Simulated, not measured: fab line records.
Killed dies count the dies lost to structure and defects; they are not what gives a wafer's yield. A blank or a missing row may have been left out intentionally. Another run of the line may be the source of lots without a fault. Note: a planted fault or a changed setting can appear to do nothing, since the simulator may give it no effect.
A struck lot beside a sound one ; flow ritCmos ; 18 out of 202 route steps
Sound: wafers L511.2, L511.3, L511.5. Wafers L517.2, L517.3, L517.4 were the ones struck. The cause is given at the end.
Per side, at each step with rows, come the tool, then ch with its chambers, and then its first start. Under that, the readings that differ: sound wafers ; struck wafers ; difference of the means ; sigmas: that difference in standard deviations of wafers without a fault.
alike: readings with means less than 2 such deviations apart, plus words and numbers identical on both sides. not compared: withheld readings, readings lacking a value on some wafer, bounds such as >300 that could conceal the same value, and numbers that have no deviation in the record and whose values overlap.
A row with sigmas, a row that says differs or no value, or rows on one side alone: a step with any of these is where the two part. Non-overlapping numbers with no deviation appear without sigmas and do not part them. A reading missing from all wafers of one side parts the sides only when that side holds two or more wafers.

first, 4 steps without rows for these wafers: RIT_PSD_SOFTBAKE_02 (time 60 s); RIT_PSD_EXPOSE_03 (exposes mask M10, target cd 40900 nm); RIT_PSD_PEB_04; RIT_PSD_DEVELOP_05 (develop time 50 s).
RIT_PSD_OVL_MEAS_06:
  struck on overlay-01, day 6 17:59; sound on overlay-02, day 5 12:39
  alike: PSD_OVL
then, 2 steps without rows for these wafers: RIT_PSD_HARDBAKE_07 (time 60 s); RIT_PSD_IMPLANT_08.
RIT_PSD_STRIP_09: strips in O2, time 180 s.
  sound on plasmaAsher-02 ch 1, day 5 13:00; struck on plasmaAsher-03 ch 0,1, day 6 18:19
  alike: drypumpMotorCurrentA
  not compared: rfHoursCounterH
RIT_PSD_TW_MEAS_10:
  struck on filmMetro-04, day 6 18:30; sound on filmMetro-01, day 5 13:11
reading;sound;struck;difference;sigmas
PSD_TW;3478 3453 3465;3335 3338 3344;-126;-3
then, 3 steps without rows for these wafers: RIT_SDANNEAL_CLEAN_00 (cleans in SC1, time 600 s); RIT_SDANNEAL_CLEAN_01 (cleans in dHF, time 30 s); RIT_SDANNEAL_CLEAN_02 (cleans in SC2, time 600 s).
RIT_SDANNEAL_RTA_03: time 5 s.
  sound on rtpAnneal-02 ch 0, day 5 13:37; struck on rtpAnneal-02 ch 0, day 6 18:55
  alike: wafer_temp_C_max
RIT_SDANNEAL_RS_MEAS_04: the measuring method here is four-point-probe.
  struck on filmMetro-04, day 6 18:59; sound on filmMetro-01, day 5 13:41
reading;sound;struck;difference;sigmas
PSD_RS (ohm/sq);115.73 115.68 116.02;114.14 114.15 114.05;-1.70;-6
RIT_SDANNEAL_RS_MEAS_05: the measuring method here is four-point-probe.
  struck on filmMetro-04, day 6 19:07; sound on filmMetro-01, day 5 13:48
  alike: NSD_RS
RIT_SDANNEAL_RS_MEAS_06: the measuring method here is four-point-probe.
  struck on filmMetro-04, day 6 19:14; sound on filmMetro-01, day 5 13:55
reading;sound;struck;difference;sigmas
PLDD_RS (ohm/sq);176.2 176.6 176.7;175.2 175.0 175.2;-1.4;-3
RIT_SDANNEAL_RS_MEAS_07: the measuring method here is four-point-probe.
  struck on filmMetro-04, day 6 19:21; sound on filmMetro-01, day 5 14:02
  alike: NLDD_RS
RIT_M1_PROBE_99:
  struck on prober-01, day 7 02:23; sound on prober-01, day 5 21:11
  alike: killed_at_M0_to_M3, killedAtContacts, killedAtFrontEnd, killedDies, killedOnRim, killedOpen, killedShort
  not compared: model.etest.capPGate.vfbV

WHERE THEY PART
First at RIT_PSD_TW_MEAS_10; last, within this record, at RIT_SDANNEAL_RS_MEAS_06. Later steps at which nothing parts them and some readings are alike: RIT_SDANNEAL_RS_MEAS_07, RIT_M1_PROBE_99.

WHY: whatever the simulator had introduced
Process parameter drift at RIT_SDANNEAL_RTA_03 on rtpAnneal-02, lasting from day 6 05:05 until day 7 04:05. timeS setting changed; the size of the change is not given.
